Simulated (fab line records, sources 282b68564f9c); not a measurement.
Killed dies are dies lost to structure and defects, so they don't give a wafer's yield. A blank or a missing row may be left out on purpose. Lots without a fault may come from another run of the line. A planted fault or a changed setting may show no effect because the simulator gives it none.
A struck lot beside a sound one | flow rit_cmos | 18 steps out of a route of 202
Sound: wafers L378.1, L378.5, L378.6. Struck: wafers L377.2, L377.4, L377.5. The cause comes at the end.
At each step with rows: each side's tool, then ch and its chambers, then its first start. Under that, the readings that differ: sound wafers | struck wafers | difference of the means | sigmas: that difference in standard deviations of wafers without a fault.
alike: readings whose means differ by less than 2 such deviations, and words and numbers that are the same on both sides. not compared: withheld readings, readings that some wafer has no value for, bounds like >300 that may hide the same value, and numbers for which the record gives no deviation and whose values overlap.
The two part at a step that has a row with sigmas, a row that says differs or no value, or rows on one side only. Numbers that don't overlap but have no deviation are shown without sigmas and don't part them. A reading that every wafer of one side lacks parts them only if that side has two wafers or more.

RIT_M1_SPUTTER_00: material Al, target thk 400 nm, time 500 s.
  sound on pvd_sputter-03, day 5 04:52; struck on pvd_sputter-02, day 5 09:09
  alike: throttle_valve_pct
RIT_M1_RS_MEAS_01: measures by four-point-probe.
  sound on film_metro-02, day 5 05:10; struck on film_metro-02, day 5 09:28
  alike: M1_AL_RS
RIT_M1_THK_MEAS_02: measures by xrf.
  sound on film_metro-02, day 5 05:17; struck on film_metro-02, day 5 09:35
  alike: M1_AL_THK
then, 6 steps without rows for these wafers: RIT_M1_HMDS_03 (prime time 60 s); RIT_M1_COAT_04 (resist thk 1300 nm); RIT_M1_SOFTBAKE_05 (time 60 s); RIT_M1_EXPOSE_06 (exposes mask M12, target cd 2600 nm); RIT_M1_PEB_07; RIT_M1_DEVELOP_08 (develop time 69.05 s).
RIT_M1_CD_MEAS_09: target cd 2600 nm.
  sound on cd_sem-02, day 5 06:13; struck on cd_sem-02, day 5 10:32
  alike: cd_nm
RIT_M1_OVL_MEAS_10:
  sound on overlay-01, day 5 06:20; struck on overlay-01, day 5 10:38
  alike: M1_OVL
then, 1 step without rows for these wafers: RIT_M1_HARDBAKE_11 (time 120 s).
RIT_M1_METAL_ETCH_12: etches Al in Cl2/BCl3, stops on SiO2, time 165 s, target depth 600 nm.
  sound on rie_metal-01 ch 0,1, day 5 06:37; struck on rie_metal-03 ch 0,1, day 5 10:55
  no value came back on the struck wafers for any of 5 readings (bcl3_flow_sccm (sccm), chamber_pressure_mTorr (mTorr) and others); on the sound wafers bcl3_flow_sccm (sccm) reads 49.63 49.95 49.82
  reading                                  | sound             | struck          | difference | sigmas
  model.NOVOLAK_of_M1_COAT_04.thk_nm (nm)  | 809.4 808.1 806.8 | 1132 1134 1135  | +326       |
  model.SiO2_of_CONTACT_CVD_00.thk_nm (nm) | 360.9 373.1 368.4 | 392.6 400.1 401 | +30.4      |
  not compared: rf_hours_counter_h
then, 1 step without rows for these wafers: RIT_M1_STRIP_13 (strips in nmp, time 600 s).
RIT_M1_STRIP_14: strips in O2, time 180 s.
  sound on plasma_asher-03 ch 0,1, day 5 06:59; struck on plasma_asher-02 ch 0,1, day 5 11:16
  reading                     | sound       | struck      | difference | sigmas
  drypump_motor_current_A (A) | 5.1 5.2 5.1 | 6.5 6.4 6.4 | +1.3       | +2
  not compared: rf_hours_counter_h
RIT_M1_CD_MEAS_90: target cd 2600 nm.
  sound on cd_sem-02, day 5 07:16; struck on cd_sem-02, day 5 11:28
  reading    | sound                | struck | difference                    | sigmas
  cd_nm (nm) | 2596.4 2600.5 2596.9 | - - -  | no value on the struck wafers |
then, 1 step without rows for these wafers: RIT_M1_ANNEAL_15 (time 1800 s).
RIT_M1_PROBE_99:
  sound on prober-02, day 5 09:01; struck on prober-01, day 5 13:14
  reading                  | sound             | struck         | difference | sigmas
  defect_limited_yield (%) | 97.0 98.9 95.5    | 0 0 0          | -97        | -88
  killed_at_M0_to_M3       | 0 0 0             | 259 259 260    | +259       |
  killed_dies              | 8 3 12            | 264 264 264    | +256       | +92
  killed_on_rim            | 1 0 5             | 70 70 70       | +68        | +49
  sort_bin_5_function (%)  | 0.8 0.8 1.9       | 98.9 99.2 98.9 | +97.8      | +99 or more
  sort_n_pass              | 256.0 261.0 252.0 | 0 0 0          | -256       | -92
  sort_yield_pct (%)       | 97.0 98.9 95.5    | 0 0 0          | -97        | -88
  alike: killed_at_front_end, killed_open, killed_short, sort_bin_3_pad_short, sort_bin_6_memory

WHERE THEY PART
First at RIT_M1_METAL_ETCH_12; last, within this record, at RIT_M1_PROBE_99.

WHY: what the simulator had put in
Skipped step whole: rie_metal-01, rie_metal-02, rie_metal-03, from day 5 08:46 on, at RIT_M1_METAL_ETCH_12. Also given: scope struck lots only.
